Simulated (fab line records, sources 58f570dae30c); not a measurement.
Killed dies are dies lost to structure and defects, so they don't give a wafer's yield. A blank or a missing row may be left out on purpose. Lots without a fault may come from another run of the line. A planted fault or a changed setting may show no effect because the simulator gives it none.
Problem report in the 8D (eight disciplines) form, filled by code | flow berkeley_cmos170 | the parts of the form that need people (team, actions taken, sign-off) are left out

1. THE PROBLEM
NLDD_TW at UCB170_NLDD_TW_MEAS_11 reads a mean of 2107 on 6 wafers of 2 lots; wafers without a fault read 2206 with a standard deviation of 15. That is -6.6 standard deviations from the usual mean.
First seen on wafer L625.1, day 10 23:56, on film_metro-01. The record holds 42 wafers of 14 lots with a number at this step. Rule for "out", or "out of limits": more than 4 standard deviations from the usual mean. The other wafers with a number count as sound.

2. WHAT IT IS AND WHAT IT IS NOT
question                    | is                           | is not
which readings at this step | NLDD_TW                      | -
which lots                  | L625, L626                   | L610, L612, L613, L614, L615, L616, L617, L618, L622, L628, L629, L631
which wafers of those lots  | all that have a number       | -
read on which gauges        | film_metro-01, film_metro-02 | film_metro-04
when                        | from day 10 23:56            | up to then (27 sound wafers); but 9 sound wafers of L628, L629, L631 came after

3. SUSPECTS, AND WHAT RULES EACH OUT
Counting: a tool at a process step up to the reading stays a suspect if it ran every lot that is out and no sound lot after the first of them.
- the gauge at UCB170_NLDD_TW_MEAS_11: ruled out. The wafers that are out were read on 2 gauges (film_metro-01, film_metro-02).
- implanter-02 at UCB170_NLDD_IMPLANT_08: kept. It ran every lot that is out, first L625 (day 10 23:32), and no sound lot after that; its last sound lot up to then is L617 (day 9 14:16). Its own readings are out on those wafers: tilt_deg.
Left after counting: implanter-02 at UCB170_NLDD_IMPLANT_08.

4. THE CAUSE (what the simulator had put in)
Process parameter drift: implanter-02, from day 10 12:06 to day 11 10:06, at UCB170_NLDD_IMPLANT_08. Setting tilt_deg, moved by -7, from 7. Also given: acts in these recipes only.
Counting left only this tool.

5. THE CHAIN OF EFFECTS, in route order
Each row: a reading whose mean over the struck wafers that have a number lies more than 3 standard deviations from the usual. Only readings for which the record gives a usual standard deviation are gone through. hours: the time from each lot's start at the first step in this table that gives one to its start at this step, as a median over the lots. sigmas: the change in usual standard deviations.
hours | step                       | reading  | usual         | on struck wafers | change | sigmas
0     | UCB170_NLDD_IMPLANT_08     | tilt_deg | 6.998 degrees | -0.020           | -7.018 | -99 or more
0     | UCB170_NLDD_TW_MEAS_11     | NLDD_TW  | 2206          | 2107             | -99    | -6.6
13    | UCB170_SDANNEAL_RS_MEAS_05 | NLDD_RS  | 616.3 ohm/sq  | 538.5            | -77.8  | -56
The process steps in it:
- UCB170_NLDD_IMPLANT_08

6. WHAT WOULD HAVE CAUGHT IT SOONER
In this record the first reading out of limits at a measuring or inspecting step was taken at day 10 23:56, 12 hours after the fault began at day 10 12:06.
The tool's own readings at UCB170_NLDD_IMPLANT_08 were out on every struck wafer that the step has a row for (tilt_deg): an alarm limit on them would have fired on the first of those.
Of the lots that are out (2), L626 began UCB170_NLDD_IMPLANT_08 on implanter-02 after day 10 23:56. A hold on the tool at that time would have spared it.
